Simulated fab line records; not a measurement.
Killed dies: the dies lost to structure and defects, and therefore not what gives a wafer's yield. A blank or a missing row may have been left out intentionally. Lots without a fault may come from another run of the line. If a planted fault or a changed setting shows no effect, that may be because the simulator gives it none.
Which of the tools did it? || flow berkeley_cmos170 || 8 lots with 24 wafers sampled at 2 steps, on a route of 331 steps

WHAT THE GAUGES SHOWED, per wafer
UCB170_GATE_THK_MEAS_05.
{"lot": "L787", "measured": "day 7 08:17", "on": "film_metro-03", "GATE_POLY_THK (nm)": "218.2 217.0 216.2"}
{"lot": "L788", "measured": "day 7 17:49", "on": "film_metro-04", "GATE_POLY_THK (nm)": "219.3 221.5 220.6"}
{"lot": "L792", "measured": "day 8 03:49", "on": "film_metro-01", "GATE_POLY_THK (nm)": "218.1 214.6 216.4"}
{"lot": "L800", "measured": "day 9 14:40", "on": "film_metro-03", "GATE_POLY_THK (nm)": "212.4 213.7 213.4"}
{"lot": "L797", "measured": "day 9 14:42", "on": "film_metro-04", "GATE_POLY_THK (nm)": "216.9 216.8 216.3"}
{"lot": "L799", "measured": "day 9 14:41", "on": "film_metro-01", "GATE_POLY_THK (nm)": "213.1 214.5 214.7"}
{"lot": "L804", "measured": "day 10 09:11", "on": "film_metro-01", "GATE_POLY_THK (nm)": "170.3 170.5 169.8"}
{"lot": "L801", "measured": "day 10 09:16", "on": "film_metro-03", "GATE_POLY_THK (nm)": "172.1 171.2 171.8"}

TOOL THAT RAN EACH LOT (tool first, then ch and the chambers of the sampled wafers, then the start)
{"lot": "L787", "UCB170_GATE_CVD_04": "lpcvd-01 ch 0, day 7 06:53"}
{"lot": "L788", "UCB170_GATE_CVD_04": "lpcvd-01 ch 0, day 7 16:22"}
{"lot": "L792", "UCB170_GATE_CVD_04": "lpcvd-01 ch 0, day 8 02:25"}
{"lot": "L800", "UCB170_GATE_CVD_04": "lpcvd-01 ch 1, day 9 13:14"}
{"lot": "L797", "UCB170_GATE_CVD_04": "lpcvd-01 ch 0, day 9 13:14"}
{"lot": "L799", "UCB170_GATE_CVD_04": "lpcvd-01 ch 1, day 9 13:14"}
{"lot": "L804", "UCB170_GATE_CVD_04": "lpcvd-01 ch 1, day 10 07:47"}
{"lot": "L801", "UCB170_GATE_CVD_04": "lpcvd-01 ch 0, day 10 07:47"}
- UCB170_GATE_CVD_04: deposits poly-Si from SiH4, time 1440 s, target thk 214 nm.

THE ANSWER, worked out from the rows above alone
Rule: what is usual is taken from the lots themselves. The widest of any qualifying gaps counts: lots, ordered by their means at a reading, are off when they make up no more than a third of the lots, leave a main group of 4 or more, and stand apart from it by 3 or more times the standard deviation of that group's means. A main group whose means are all the same, to the digits that the tables above print for the reading, isn't used. Also off: a lot with no number at a reading for which 4 or more lots have one. All remaining lots with rows at the step are treated as sound.
Off: L804, L801, seen at UCB170_GATE_THK_MEAS_05 (GATE_POLY_THK). Mean 216.3 nm and standard deviation 2.3 in the main group.
If a tool, at a process step before that reading, ran all the lots that are off and no sound lot after the first of them, it fits. Those tools and the gauges at UCB170_GATE_THK_MEAS_05 are tried in the same way. One fits: lpcvd-01 at UCB170_GATE_CVD_04. Its last sound lot is L797 (day 9 13:14), its first lot that is off L801 (day 10 07:47): a fault that began between those two fits.

WHAT WAS PUT IN BY THE SIMULATOR
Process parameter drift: lpcvd-01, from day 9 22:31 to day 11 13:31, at UCB170_GATE_CVD_04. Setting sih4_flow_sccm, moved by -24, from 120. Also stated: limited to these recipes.
Shown lots that were struck: L804, L801. Same finding as the rule above.
